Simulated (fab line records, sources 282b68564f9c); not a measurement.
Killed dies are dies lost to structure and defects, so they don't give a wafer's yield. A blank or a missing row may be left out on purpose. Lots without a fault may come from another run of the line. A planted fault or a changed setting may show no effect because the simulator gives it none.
fab line records | flow rit_cmos
record lots=14 wafers=42 last_day=7
route steps=202 shown FOX2@27 GATE@84 M1@198
lots that met no fault: from a run of the same line without faults
start_h: hours from the record's first day to the start of the lot's first wafer shown | wait_h: hours since the lot's step before | " the same as in the row above | L1.1+2: a row that stands for several wafers | - no value, or no start given | * or withheld: withheld | < > ~ a bound
route shown NAME@n: a module of which the file shows steps, and the number in the route of the first | usual: mean/standard deviation of fault-free wafers | same: alike in all rows | chamber/n: place in a boat | sites: the reading at each site | _std_site: their standard deviation | _edge_site: outer sites' mean less inner sites' | radius_mm: how far each site lies from the wafer's centre | mask NAME#n: copy n | behind: the tool/chamber that last shaped the wafer | hold: why the lot was held/for how many hours/how that ended | device: the transistor (n, p or np) that didn't switch | end of line: the same wafers' tests at the end of the route | a step without rows: its recipe alone | killed: dies lost to structure and defects at the first sort, not the wafer's yield | map: a wafer's dies, x killed, . not, _ none there
set.NAME: the setting as run; set.NAME@STEP: as run at that earlier step | model.NAME: the simulator's own value behind a step, which no gauge read
steps of the route over a sample of lots; a table a step, a row a wafer
services: from which hour (start_h, from the record's first day; less than 0 if before it) a tool's chamber was out of use, for how many hours, and why
## steps
# step RIT_FOX2_THK_MEAS_90
# recipe reads=SiO2_of_FOX2_OXIDATION_00
# usual FIELD_OXIDE_LEFT_1_THK=325/6.4
# columns lot.wafer tool chamber start_h wait_h FIELD_OXIDE_LEFT_1_THK[nm]
L108.2 film_metro-04 - 19.32 0.0 319
L108.4 " - " " 313
L108.5 " - " " 325
L109.3 film_metro-04 - 24.26 0.0 331
L109.5 " - " " 324
L109.6 " - " " 328
L110.1 film_metro-04 - 30.06 0.0 328
L110.4 " - " " 327
L110.5 " - " " 328
L111.1 film_metro-04 - 35.02 0.0 311
L111.3 " - " " 314
L111.6 " - " " 314
L112.2 film_metro-02 - 39.40 0.0 322
L112.5 " - " " 324
L112.6 " - " " 322
L114.1 film_metro-02 - 49.36 0.0 316
L114.4 " - " " 321
L114.6 " - " " 325
L115.3 film_metro-02 - 54.90 0.0 322
L115.4 " - " " 320
L115.5 " - " " 325
L117.1 film_metro-04 - 65.58 0.0 334
L117.2 " - " " 332
L117.5 " - " " 339
L118.3 film_metro-02 - 70.04 0.0 335
L118.4 " - " " 327
L118.6 " - " " 331
L119.1 film_metro-02 - 74.24 0.0 325
L119.2 " - " " 320
L119.5 " - " " 324
L121.2 film_metro-02 - 84.33 0.0 318
L121.4 " - " " 321
L121.6 " - " " 321
L123.1 film_metro-04 - 96.48 0.0 323
L123.2 " - " " 328
L123.5 " - " " 321
L128.3 film_metro-04 - 121.83 0.0 326
L128.4 " - " " 329
L128.6 " - " " 328
L131.2 film_metro-01 - 136.69 0.0 326
L131.3 " - " " 322
L131.4 " - " " 324
# step RIT_GATE_CVD_08
# recipe material=poly-Si target_thk_nm=250 temp_c=610 precursor=SiH4 time_s=2220 pressure_mtorr=300 sih4_flow_sccm=100
# usual sih4_flow_sccm=100.04/0.29 susceptor_temp_C=609.99/0.29
# columns lot.wafer tool chamber start_h wait_h sih4_flow_sccm susceptor_temp_C
L108.2 lpcvd-01 1 33.47 0.0 100.16 609.75
L108.4 " 1 " " 100.11 609.65
L108.5 " 1 " " 100.27 609.89
L109.3 lpcvd-01 1 38.53 0.6 99.90 610.30
L109.5 " 1 " " 100.32 609.80
L109.6 " 1 " " 99.77 610.28
L110.1 lpcvd-01 0 44.75 0.1 99.61 609.85
L110.4 " 0 " " 99.96 609.95
L110.5 " 0 " " 99.98 610.28
L111.1 lpcvd-02 0 48.87 0.1 100.28 609.87
L111.3 " 0 " " 99.75 610.41
L111.6 " 0 " " 99.84 610.12
L112.2 lpcvd-02 1 53.72 0.0 100.24 609.95
L112.5 " 1 " " 100.29 609.56
L112.6 " 1 " " 100.22 609.78
L114.1 lpcvd-01 1 62.96 0.1 99.59 610.06
L114.4 " 1 " " 100.46 610.51
L114.6 " 1 " " 100.10 610.40
L115.3 lpcvd-02 1 69.03 0.0 99.83 609.98
L115.4 " 1 " " 99.86 610.36
L115.5 " 1 " " 100.05 609.86
L117.1 lpcvd-01 1 79.57 0.1 99.73 609.57
L117.2 " 1 " " 100.23 609.96
L117.5 " 1 " " 100.13 610.03
L118.3 lpcvd-02 0 83.79 0.0 100.04 609.96
L118.4 " 0 " " 100.21 610.25
L118.6 " 0 " " 100.47 609.73
L119.1 lpcvd-01 1 88.54 0.1 100.02 610.38
L119.2 " 1 " " 99.93 610.13
L119.5 " 1 " " 100.09 610.04
L121.2 lpcvd-02 0 99.02 0.0 100.26 609.76
L121.4 " 0 " " 100.40 609.90
L121.6 " 0 " " 100.20 610.13
L123.1 lpcvd-02 1 112.24 0.1 100.07 609.82
L123.2 " 1 " " 99.81 609.59
L123.5 " 1 " " 99.75 609.88
L128.3 lpcvd-01 0 139.85 0.0 100.12 610.36
L128.4 " 0 " " 100.35 609.96
L128.6 " 0 " " 99.71 610.07
L131.2 lpcvd-01 1 151.78 0.0 100.60 610.08
L131.3 " 1 " " 100.27 609.85
L131.4 " 1 " " 99.96 610.39
# step RIT_GATE_THK_MEAS_09
# recipe reads=poly-Si_of_GATE_CVD_08
# usual GATE_POLY_THK=249.7/2.8
# columns lot.wafer tool chamber start_h wait_h GATE_POLY_THK[nm]
L108.2 film_metro-02 - 35.09 0.0 246.3
L108.4 " - " " 246.5
L108.5 " - " " 247.8
L109.3 film_metro-04 - 40.17 0.0 254.5
L109.5 " - " " 255.2
L109.6 " - " " 252.5
L110.1 film_metro-04 - 46.37 0.0 248.5
L110.4 " - " " 247.3
L110.5 " - " " 249.5
L111.1 film_metro-02 - 50.49 0.0 252.8
L111.3 " - " " 252.6
L111.6 " - " " 254.5
L112.2 film_metro-04 - 57.37 0.0 248.5
L112.5 " - " " 250.3
L112.6 " - " " 248.3
L114.1 film_metro-04 - 64.58 0.0 250.0
L114.4 " - " " 248.5
L114.6 " - " " 251.0
L115.3 film_metro-04 - 70.67 0.0 249.2
L115.4 " - " " 247.3
L115.5 " - " " 248.0
L117.1 film_metro-04 - 81.18 0.0 252.2
L117.2 " - " " 252.4
L117.5 " - " " 252.5
L118.3 film_metro-04 - 85.42 0.0 251.5
L118.4 " - " " 251.6
L118.6 " - " " 251.9
L119.1 film_metro-04 - 90.16 0.0 253.1
L119.2 " - " " 254.7
L119.5 " - " " 254.6
L121.2 film_metro-01 - 100.65 0.0 262.2
L121.4 " - " " 261.7
L121.6 " - " " 261.2
L123.1 film_metro-04 - 113.86 0.0 264.4
L123.2 " - " " 263.9
L123.5 " - " " 263.5
L128.3 film_metro-04 - 141.49 0.0 245.7
L128.4 " - " " 247.7
L128.6 " - " " 246.4
L131.2 film_metro-04 - 153.41 0.0 251.6
L131.3 " - " " 252.7
L131.4 " - " " 251.9
# step RIT_GATE_ETCH_19
# recipe chemistry=SF6/CHF3/O2 time_s=165 SF6_flow_sccm=30 CHF3_flow_sccm=30 O2_flow_sccm=5 target=poly-Si pressure_mtorr=40 rf_w=160 target_depth_a=3125 over_etch_frac=0.25 stop_on=SiO2
# usual drypump_motor_current_A=5.6/0.61 oes_product_au=0.853/0.013 rf_fwd_power_W=159.2/0.51 throttle_valve_pct=10.26/0.09
# columns lot.wafer tool chamber start_h wait_h drypump_motor_current_A oes_product_au rf_fwd_power_W rf_hours_counter_h throttle_valve_pct
L108.2 rie_si-01 3 36.43 0.1 4.6 0.852 159.5 138 10.40
L108.4 " 1 " " 6.1 0.835 159.6 80 10.16
L108.5 " 1 " " 6.1 0.835 159.4 - 10.16
L109.3 rie_si-02 3 41.49 0.1 5.5 0.865 159.5 58 10.21
L109.5 " 0 " " 4.8 0.862 158.6 - 10.17
L109.6 " 1 " " 6.5 0.840 159.1 - 10.34
L110.1 rie_si-01 2 47.70 0.1 5.3 0.866 159.1 40 10.39
L110.4 " 3 " " 4.6 0.857 159.2 138 10.39
L110.5 " 0 " " 6.1 0.857 158.8 - 10.18
L111.1 rie_si-01 1 52.01 0.1 6.1 0.855 158.7 80 10.17
L111.3 " 0 " " 6.1 0.863 159.5 159 10.17
L111.6 " 1 " " 6.1 0.854 159.1 - 10.17
L112.2 rie_si-02 1 58.58 0.1 6.5 0.833 159.3 2 10.34
L112.5 " 3 " " 5.5 0.857 159.3 - 10.22
L112.6 " 0 " " 4.9 0.843 159.3 - 10.17
L114.1 rie_si-02 3 65.82 0.1 5.5 0.856 158.1 58 10.23
L114.4 " 0 " " 4.9 0.854 159.2 34 10.17
L114.6 " 2 " " 6.0 0.839 159.7 - 10.27
L115.3 rie_si-01 2 71.99 0.1 5.3 0.866 157.9 40 10.38
L115.4 " 2 " " 5.3 0.869 158.1 - 10.37
L115.5 " 1 " " 6.1 0.837 159.6 - 10.16
L117.1 rie_si-01 2 82.40 0.1 5.3 0.878 158.9 40 10.38
L117.2 " 1 " " 6.1 0.844 159.1 80 10.16
L117.5 " 1 " " 6.1 0.847 159.2 - 10.17
L118.3 rie_si-02 0 86.62 0.1 4.9 0.860 159.6 34 10.17
L118.4 " 1 " " 6.5 0.849 159.0 2 10.33
L118.6 " 2 " " 6.0 0.830 159.5 - 10.25
L119.1 rie_si-01 1 91.50 0.1 6.2 0.848 159.4 80 10.16
L119.2 " 2 " " 5.3 0.872 158.9 40 10.39
L119.5 " 3 " " 4.6 0.871 158.8 - 10.39
L121.2 rie_si-01 2 101.85 0.1 5.3 0.896 158.8 40 10.39
L121.4 " 0 " " 6.1 0.893 159.4 0 10.18
L121.6 " 0 " " 6.1 0.883 158.8 - 10.18
L123.1 rie_si-01 1 115.20 0.1 6.1 0.883 159.4 80 10.17
L123.2 " 3 " " 4.6 0.902 159.1 139 10.38
L123.5 " 2 " " 5.2 0.900 159.6 - 10.37
L128.3 rie_si-02 1 142.81 0.1 6.6 0.830 159.5 2 10.34
L128.4 " 2 " " 6.0 0.818 158.9 4 10.27
L128.6 " 0 " " 4.9 0.845 159.1 - 10.17
L131.2 rie_si-01 1 154.74 0.1 6.1 0.846 159.5 81 10.18
L131.3 " 0 " " 6.2 0.872 158.5 0 10.19
L131.4 " 3 " " 4.6 0.871 158.8 139 10.39
# step RIT_M1_STRIP_14
# recipe chemistry=O2 time_s=180 platen_temp_c=withheld power_w=500 pressure_mtorr=4000 o2_flow_sccm=4000
# usual drypump_motor_current_A=5.43/0.28
# columns lot.wafer tool chamber start_h wait_h drypump_motor_current_A rf_hours_counter_h
L108.2 plasma_asher-04 0 54.43 0.0 5.42 26
L108.4 " 1 " " 5.31 -
L108.5 " 1 " " 5.32 -
L109.3 plasma_asher-02 1 59.53 0.1 5.62 -
L109.5 " 1 " " 5.69 -
L109.6 " 0 " " 5.00 -
L110.1 plasma_asher-02 1 65.75 0.0 5.70 45
L110.4 " 0 " " 4.99 -
L110.5 " 0 " " 4.98 -
L111.1 plasma_asher-04 0 70.80 0.0 5.38 28
L111.3 " 1 " " 5.32 -
L111.6 " 0 " " 5.39 -
L112.2 plasma_asher-04 1 76.39 0.0 5.30 28
L112.5 " 0 " " 5.42 -
L112.6 " 1 " " 5.30 -
L114.1 plasma_asher-03 1 84.37 0.0 5.39 44
L114.4 " 1 " " 5.38 -
L114.6 " 0 " " 5.98 -
L115.3 plasma_asher-04 0 90.69 0.1 5.37 -
L115.4 " 1 " " 5.28 -
L115.5 " 0 " " 5.38 -
L117.1 plasma_asher-03 1 100.61 0.0 5.39 45
L117.2 " 0 " " 5.94 45
L117.5 " 1 " " 5.38 -
L118.3 plasma_asher-03 1 105.41 0.1 5.42 -
L118.4 " 0 " " 5.96 -
L118.6 " 0 " " 5.97 -
L119.1 plasma_asher-03 0 109.71 0.0 5.94 47
L119.2 " 1 " " 5.40 47
L119.5 " 1 " " 5.39 -
L121.2 plasma_asher-04 0 121.21 0.0 5.41 33
L121.4 " 1 " " 5.31 -
L121.6 " 0 " " 5.39 -
L123.1 plasma_asher-03 0 133.11 0.0 5.96 49
L123.2 " 1 " " 5.37 49
L123.5 " 1 " " 5.36 -
L128.3 plasma_asher-02 0 161.23 0.1 4.98 -
L128.4 " 1 " " 5.60 -
L128.6 " 1 " " 5.65 -
L131.2 plasma_asher-02 0 172.41 0.0 4.99 56
L131.3 " 0 " " 4.99 -
L131.4 " 1 " " 5.66 -
# step RIT_M1_PROBE_99
# usual killed_at_M0_to_M3=0.0/0.16 killed_at_contacts=0.1/0.25 killed_at_front_end=7/3.1 killed_dies=7/3.1 killed_on_rim=1.9/1.4 killed_open=3.6/2 killed_short=3.5/2
# same gross_dies=264 killed_at_M4_up=0 killed_at_back_side=0 killed_at_other=0
# columns lot.wafer tool chamber start_h wait_h killed_at_M0_to_M3 killed_at_contacts killed_at_front_end killed_dies killed_on_rim killed_open killed_short
L108.2 prober-02 - 56.40 0.1 0 0 4 4 0 2 2
L108.4 prober-02 - 56.50 0.2 0 0 4 4 2 3 1
L108.5 prober-02 - 56.55 0.2 0 0 8 8 1 4 4
L109.3 prober-01 - 61.49 0.2 1 0 5 6 2 4 2
L109.5 prober-01 - 61.59 0.2 0 0 4 4 2 2 2
L109.6 prober-01 - 61.64 0.2 0 0 4 4 1 3 1
L110.1 prober-02 - 67.67 0.1 0 1 2 3 0 1 2
L110.4 prober-02 - 67.82 0.2 0 0 5 5 4 4 1
L110.5 prober-02 - 67.87 0.2 0 0 2 2 1 0 2
L111.1 prober-01 - 73.44 0.1 0 0 8 8 3 5 3
L111.3 prober-01 - 73.54 0.2 0 0 10 10 4 5 5
L111.6 prober-01 - 73.69 0.2 0 0 9 9 1 5 4
L112.2 prober-02 - 78.35 0.1 0 0 8 8 2 5 3
L112.5 prober-02 - 78.50 0.2 0 0 11 11 3 7 4
L112.6 prober-02 - 78.55 0.2 0 0 7 7 3 1 6
L114.1 prober-02 - 86.29 0.1 0 0 5 5 2 3 2
L114.4 prober-02 - 86.44 0.2 0 0 5 5 3 2 3
L114.6 prober-02 - 86.54 0.2 0 0 12 12 4 5 7
L115.3 prober-01 - 92.65 0.2 0 0 5 5 1 3 2
L115.4 prober-01 - 92.70 0.2 0 1 4 5 1 0 5
L115.5 prober-01 - 92.75 0.2 0 0 6 6 2 1 5
L117.1 prober-01 - 102.52 0.1 0 0 7 7 1 3 4
L117.2 prober-01 - 102.57 0.1 0 0 5 5 0 4 1
L117.5 prober-01 - 102.72 0.2 0 0 14 14 5 8 6
L118.3 prober-02 - 107.40 0.2 0 0 9 9 2 5 4
L118.4 prober-02 - 107.45 0.2 0 0 11 11 3 8 3
L118.6 prober-02 - 107.55 0.2 0 0 8 8 3 2 6
L119.1 prober-01 - 113.02 0.1 0 0 6 6 0 2 4
L119.2 prober-01 - 113.07 0.1 1 0 10 11 1 3 8
L119.5 prober-01 - 113.22 0.2 0 0 8 8 2 5 3
L121.2 prober-01 - 123.18 0.1 0 0 8 8 4 4 4
L121.4 prober-01 - 123.28 0.2 0 0 9 9 3 5 4
L121.6 prober-01 - 123.38 0.2 0 0 6 6 2 3 3
L123.1 prober-01 - 135.02 0.1 0 0 12 12 3 8 4
L123.2 prober-01 - 135.07 0.1 0 0 8 8 1 4 4
L123.5 prober-01 - 135.22 0.2 0 0 12 12 2 6 6
L128.3 prober-02 - 163.66 0.2 0 0 8 8 0 6 2
L128.4 prober-02 - 163.71 0.2 0 1 4 5 3 2 3
L128.6 prober-02 - 163.81 0.2 0 0 8 8 3 3 5
L131.2 prober-01 - 174.38 0.1 0 0 7 7 1 4 3
L131.3 prober-01 - 174.43 0.2 0 0 5 5 0 3 2
L131.4 prober-01 - 174.48 0.2 0 0 6 6 1 3 3
# killed by level:class
L108.2 REOX:geometric_particle:short=2 GATE:geometric_particle:open=1 SPACER:geometric_particle:open=1
L108.4 FOX1:geometric_particle:open=2 FOX1:geometric_particle:short=1 GATE:geometric_particle:open=1
L108.5 GATE:geometric_particle:open=2 REOX:geometric_particle:short=2 FOX1:geometric_particle:open=1 FOX1:geometric_particle:short=1 REOX:geometric_particle:open=1 SPACER:geometric_particle:short=1
L109.3 FOX1:geometric_particle:open=1 GATE:geometric_particle:open=1 REOX:geometric_particle:open=1 SPACER:geometric_particle:open=1 SPACER:geometric_particle:short=1 M1:geometric_particle:short=1
L109.5 REOX:geometric_particle:open=2 FOX1:geometric_particle:short=1 REOX:geometric_particle:short=1
L109.6 FOX1:geometric_particle:short=1 FOX1:geometric_particle:open=1 FOX2:geometric_particle:open=1 GATE:geometric_particle:open=1
L110.1 REOX:geometric_particle:open=1 SILICIDE:geometric_particle:short=1 CONTACT:geometric_particle:short=1
L110.4 FOX1:geometric_particle:open=1 FOX2:geometric_particle:open=1 REOX:geometric_particle:short=1 REOX:geometric_particle:open=1 SILICIDE:geometric_particle:open=1
L110.5 GATE:geometric_particle:short=1 SILICIDE:geometric_particle:short=1
L111.1 FOX1:geometric_particle:short=2 SPACER:geometric_particle:open=2 GATE:geometric_particle:open=1 REOX:geometric_particle:open=1 SPACER:geometric_particle:short=1 SILICIDE:geometric_particle:open=1
L111.3 SPACER:geometric_particle:short=3 SPACER:geometric_particle:open=2 FOX1:geometric_particle:open=1 GATE:geometric_particle:short=1 REOX:geometric_particle:open=1 REOX:geometric_particle:short=1 SILICIDE:geometric_particle:open=1
L111.6 GATE:geometric_particle:open=3 SPACER:geometric_particle:open=2 FOX1:geometric_particle:short=1 GATE:geometric_particle:short=1 REOX:geometric_particle:short=1 SPACER:geometric_particle:short=1
L112.2 GATE:geometric_particle:open=2 SILICIDE:geometric_particle:short=2 SILICIDE:geometric_particle:open=2 REOX:geometric_particle:open=1 SPACER:geometric_particle:short=1
L112.5 GATE:geometric_particle:open=3 REOX:geometric_particle:open=2 FOX1:geometric_particle:short=1 GATE:geometric_particle:short=1 SPACER:geometric_particle:short=1 SPACER:geometric_particle:open=1 SILICIDE:geometric_particle:open=1 SILICIDE:geometric_particle:short=1
L112.6 REOX:geometric_particle:short=4 GATE:geometric_particle:short=1 REOX:geometric_particle:open=1 SILICIDE:geometric_particle:short=1
L114.1 FOX1:geometric_particle:short=2 SPACER:geometric_particle:open=2 FOX1:geometric_particle:open=1
L114.4 SPACER:geometric_particle:short=2 FOX1:geometric_particle:short=1 FOX2:geometric_particle:open=1 GATE:geometric_particle:open=1
L114.6 GATE:geometric_particle:open=4 GATE:geometric_particle:short=3 FOX1:geometric_particle:short=1 REOX:geometric_particle:short=1 SPACER:geometric_particle:short=1 SILICIDE:geometric_particle:short=1 SILICIDE:geometric_particle:open=1
L115.3 GATE:geometric_particle:short=2 GATE:geometric_particle:open=2 FOX2:geometric_particle:open=1
L115.4 FOX1:geometric_particle:short=1 FOX2:geometric_particle:short=1 GATE:geometric_particle:short=1 REOX:geometric_particle:short=1 CONTACT:geometric_particle:short=1
L115.5 GATE:geometric_particle:short=4 FOX1:geometric_particle:open=1 FOX1:geometric_particle:short=1
L117.1 FOX1:geometric_particle:short=2 GATE:geometric_particle:open=2 FOX2:geometric_particle:short=1 FOX2:geometric_particle:open=1 GATE:geometric_particle:short=1
L117.2 GATE:geometric_particle:open=3 FOX2:geometric_particle:open=1 GATE:geometric_particle:short=1
L117.5 GATE:geometric_particle:short=3 GATE:geometric_particle:open=3 FOX2:geometric_particle:short=2 SILICIDE:geometric_particle:open=2 FOX1:geometric_particle:open=1 FOX2:geometric_particle:open=1 REOX:geometric_particle:open=1 SILICIDE:geometric_particle:short=1
L118.3 FOX1:geometric_particle:short=2 FOX1:geometric_particle:open=1 FOX2:geometric_particle:open=1 GATE:geometric_particle:open=1 GATE:geometric_particle:short=1 SPACER:geometric_particle:open=1 SILICIDE:geometric_particle:open=1 SILICIDE:geometric_particle:short=1
L118.4 REOX:geometric_particle:open=5 FOX1:geometric_particle:open=3 FOX1:geometric_particle:short=2 GATE:geometric_particle:short=1
L118.6 SPACER:geometric_particle:short=4 GATE:geometric_particle:short=2 SPACER:geometric_particle:open=2
L119.1 FOX1:geometric_particle:open=2 FOX1:geometric_particle:short=1 GATE:geometric_particle:short=1 REOX:geometric_particle:short=1 SILICIDE:geometric_particle:short=1
L119.2 SPACER:geometric_particle:short=3 FOX1:geometric_particle:open=2 SILICIDE:geometric_particle:short=2 GATE:geometric_particle:short=1 REOX:geometric_particle:short=1 SPACER:geometric_particle:open=1 M1:geometric_particle:short=1
L119.5 GATE:geometric_particle:open=2 SILICIDE:geometric_particle:short=1 FOX2:geometric_particle:open=1 GATE:geometric_particle:short=1 REOX:geometric_particle:open=1 SPACER:geometric_particle:short=1 SPACER:geometric_particle:open=1
L121.2 GATE:geometric_particle:short=2 GATE:geometric_particle:open=2 FOX1:geometric_particle:open=1 REOX:geometric_particle:short=1 SILICIDE:geometric_particle:short=1 SILICIDE:geometric_particle:open=1
L121.4 GATE:geometric_particle:open=2 REOX:geometric_particle:short=2 FOX1:geometric_particle:open=1 FOX2:geometric_particle:short=1 GATE:geometric_particle:short=1 REOX:geometric_particle:open=1 SILICIDE:geometric_particle:open=1
L121.6 GATE:geometric_particle:open=2 GATE:geometric_particle:short=1 REOX:geometric_particle:open=1 REOX:geometric_particle:short=1 SILICIDE:geometric_particle:short=1
L123.1 GATE:geometric_particle:open=6 REOX:geometric_particle:short=2 GATE:geometric_particle:short=1 REOX:geometric_particle:open=1 SPACER:geometric_particle:short=1 SILICIDE:geometric_particle:open=1
L123.2 GATE:geometric_particle:open=2 GATE:geometric_particle:short=2 REOX:geometric_particle:short=1 SPACER:geometric_particle:short=1 SPACER:geometric_particle:open=1 SILICIDE:geometric_particle:open=1
L123.5 GATE:geometric_particle:open=3 REOX:geometric_particle:short=2 SPACER:geometric_particle:short=2 SILICIDE:geometric_particle:short=2 REOX:geometric_particle:open=1 SPACER:geometric_particle:open=1 SILICIDE:geometric_particle:open=1
L128.3 SPACER:geometric_particle:open=3 FOX1:geometric_particle:open=2 FOX1:geometric_particle:short=2 REOX:geometric_particle:open=1
L128.4 ACTIVE:geometric_particle:open=1 FOX1:geometric_particle:open=1 REOX:geometric_particle:short=1 SILICIDE:geometric_particle:short=1 CONTACT:geometric_particle:short=1
L128.6 FOX1:geometric_particle:open=2 SPACER:geometric_particle:short=2 FOX1:geometric_particle:short=1 GATE:geometric_particle:short=1 REOX:geometric_particle:short=1 SILICIDE:geometric_particle:open=1
L131.2 GATE:geometric_particle:open=2 SPACER:geometric_particle:short=2 FOX1:geometric_particle:open=1 SPACER:geometric_particle:open=1 SILICIDE:geometric_particle:short=1
L131.3 FOX1:geometric_particle:open=1 GATE:geometric_particle:open=1 SPACER:geometric_particle:short=1 SILICIDE:geometric_particle:short=1 SILICIDE:geometric_particle:open=1
L131.4 FOX1:geometric_particle:short=1 FOX1:geometric_particle:open=1 GATE:geometric_particle:open=1 GATE:geometric_particle:short=1 REOX:geometric_particle:open=1 SPACER:geometric_particle:short=1
## services
# columns tool chamber start_h hours kind
rie_si-01 1 14.43 3.2 repair
plasma_asher-04 - 30.46 1.8 repair
lpcvd-02 - 37.68 1.6 repair
rie_si-02 - 41.77 14.6 pm
plasma_asher-04 - 59.66 0.8 repair
rie_si-01 0 67.85 - clean
rie_si-01 0 67.85 23.2 scheduled_down
rie_si-01 0 67.85 23.2 vent_cycle
plasma_asher-02 - 105.46 2.7 repair
plasma_asher-03 - 142.47 3.9 repair
plasma_asher-02 - 143.78 2.8 repair
rie_si-01 3 163.12 - clean
lpcvd-01 - 170.22 2.8 pm
## key
first_sign step=RIT_GATE_THK_MEAS_09 reading=GATE_POLY_THK direction=up sigmas=4.7 usual=249.7 struck=262.8
effect step=RIT_GATE_ETCH_19 reading=oes_product_au direction=up sigmas=3 usual=0.853 struck=0.893
met_at RIT_GATE_CVD_08
struck_lots L121,L123
tester_left_out L121,L123
not_acting_at RIT_FOX2_THK_MEAS_90,RIT_M1_STRIP_14
onset_between 83.79 99.02
fault kind=process_parameter_drift tool=lpcvd-02 chamber=- onset_h=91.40 steps=RIT_GATE_CVD_08 channel=time_s offset=* shape=step end_h=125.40 acts_in=* stated=*
# tester_left_out: of these lots the tester's yield and bins aren't shown, on N5 and GAA mostly nor the transistor test; their killed dies are dies lost to structure and defects alone, not to doping, threshold or leakage, so they don't give the yield
